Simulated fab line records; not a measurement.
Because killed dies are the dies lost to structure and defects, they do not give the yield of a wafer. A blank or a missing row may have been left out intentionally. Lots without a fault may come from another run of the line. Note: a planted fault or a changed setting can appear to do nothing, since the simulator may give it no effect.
Commonality check across tools -- flow rit-cmos -- Sample size 14 lots and 42 wafers

THE REASON FOR OPENING IT
RIT_NRETRO_TW_MEAS_10, reading NRETRO_TW: flagged on 2 of 14 lots. Fault-free wafers read 1055, with a standard deviation of 7.4.
Rule: a lot gets a flag if all its wafers with a number sit over 4 standard deviations from that mean, or if no wafer of it has a number. All remaining lots are regarded as sound.

lot,measured,on,"NRETRO_TW, wafer by wafer",flag
L382,day 2 05:25,film-metro-02,1052 1047 1046,
L383,day 2 11:37,film-metro-03,1062 1063 1062,
L384,day 2 16:16,film-metro-04,1057 1055 1064,
L387,day 3 06:28,film-metro-04,1057 1059 1054,
L388,day 3 11:57,film-metro-03,1072 1065 1069,
L389,day 3 16:26,film-metro-04,1049 1052 1058,
L390,day 3 22:05,film-metro-03,1067 1066 1071,
L392,day 4 08:40,film-metro-02,1054 1053 1053,
L393,day 4 13:12,film-metro-02,1051 1049 1057,
L394,day 4 17:44,film-metro-02,869 869 865,FLAGGED
L395,day 4 23:00,film-metro-02,867 872 873,FLAGGED
L402,day 6 09:43,film-metro-02,1054 1053 1048,
L403,day 6 15:52,film-metro-04,1064 1061 1059,
L405,day 7 02:06,film-metro-03,1064 1063 1064,
The numbers of the flagged lots are 869 on average: -186 against the usual, or -25 standard deviations.

TOOL THAT RAN EACH LOT
The record holds 2 process steps before the reading, out of a route of 202 steps. Cell contents, in order: the tool; ch with the chambers the sampled wafers went through; the start.
lot,flag,RIT_NRETRO_IMPLANT_08,RIT_NRETRO_STRIP_09
L382,,"implanter-02 ch 0, day 2 05:07","plasma-asher-02 ch 0,1, day 2 05:14"
L383,,"implanter-03 ch 0, day 2 11:19","plasma-asher-01 ch 0,1, day 2 11:29"
L384,,"implanter-03 ch 0, day 2 15:56","plasma-asher-02 ch 0,1, day 2 16:05"
L387,,"implanter-01 ch 0, day 3 06:09","plasma-asher-01 ch 0,1, day 3 06:18"
L388,,"implanter-01 ch 0, day 3 11:37","plasma-asher-03 ch 0,1, day 3 11:46"
L389,,"implanter-01 ch 0, day 3 16:07","plasma-asher-01 ch 0,1, day 3 16:16"
L390,,"implanter-01 ch 0, day 3 21:47","plasma-asher-03 ch 1, day 3 21:54"
L392,,"implanter-02 ch 0, day 4 08:20","plasma-asher-02 ch 0,1, day 4 08:29"
L393,,"implanter-02 ch 0, day 4 12:52","plasma-asher-01 ch 0,1, day 4 13:01"
L394,FLAGGED,"implanter-02 ch 0, day 4 17:25","plasma-asher-01 ch 0, day 4 17:32"
L395,FLAGGED,"implanter-02 ch 0, day 4 22:41","plasma-asher-01 ch 0,1, day 4 22:50"
L402,,"implanter-03 ch 0, day 6 09:24","plasma-asher-02 ch 0,1, day 6 09:33"
L403,,"implanter-03 ch 0, day 6 15:33","plasma-asher-02 ch 0,1, day 6 15:42"
L405,,"implanter-01 ch 0, day 7 01:48","plasma-asher-03 ch 0,1, day 7 01:58"
What is done by these steps:
- RIT_NRETRO_IMPLANT_08
- RIT_NRETRO_STRIP_09: strips in O2, time 180 s.
- RIT_NRETRO_TW_MEAS_10

FLAGGED OVER TOTAL, TOOL BY TOOL (the gauges that took the reading come last)
step,tool,lots run,flagged,share of the flagged lots,sound lots run after its first flagged lot
RIT_NRETRO_IMPLANT_08,implanter-01,5,0,none,-
RIT_NRETRO_IMPLANT_08,implanter-02,5,2,all,0
RIT_NRETRO_IMPLANT_08,implanter-03,4,0,none,-
RIT_NRETRO_STRIP_09,plasma-asher-01,6,2,all,0
RIT_NRETRO_STRIP_09,plasma-asher-02,5,0,none,-
RIT_NRETRO_STRIP_09,plasma-asher-03,3,0,none,-
RIT_NRETRO_TW_MEAS_10,film-metro-02,6,2,all,1 (L402)
RIT_NRETRO_TW_MEAS_10,film-metro-03,4,0,none,-
RIT_NRETRO_TW_MEAS_10,film-metro-04,4,0,none,-

WHAT IS ALLOWED BY THE TABLE
All flagged lots were run by 3 table rows, namely implanter-02 at RIT_NRETRO_IMPLANT_08, plasma-asher-01 at RIT_NRETRO_STRIP_09, film-metro-02 at RIT_NRETRO_TW_MEAS_10.
- implanter-02 at RIT_NRETRO_IMPLANT_08 ran 5 lots, 2 of them flagged. Its last sound lot is L393 (day 4 12:52), its first flagged lot L394 (day 4 17:25): a fault that began between those two fits. Its own readings lie more than 4 standard deviations out on every wafer of the flagged lots: dose-ions-cm2, faraday-current-uA.
- plasma-asher-01 at RIT_NRETRO_STRIP_09 ran 6 lots, 2 of them flagged. Its last sound lot is L393 (day 4 13:01), its first flagged lot L394 (day 4 17:32): a fault that began between those two fits.
- film-metro-02 at RIT_NRETRO_TW_MEAS_10 ran 6 lots, 2 of them flagged. Sound lots ran on it after the first flagged one (L402), which a lasting fault on the whole tool wouldn't allow.
These 2 tools cannot be told apart by counting lots, since each of them fits a fault that started at some hour. More lots, or a look at what each step does to the wafer, might.

WHAT THE SIMULATOR HAD INSERTED
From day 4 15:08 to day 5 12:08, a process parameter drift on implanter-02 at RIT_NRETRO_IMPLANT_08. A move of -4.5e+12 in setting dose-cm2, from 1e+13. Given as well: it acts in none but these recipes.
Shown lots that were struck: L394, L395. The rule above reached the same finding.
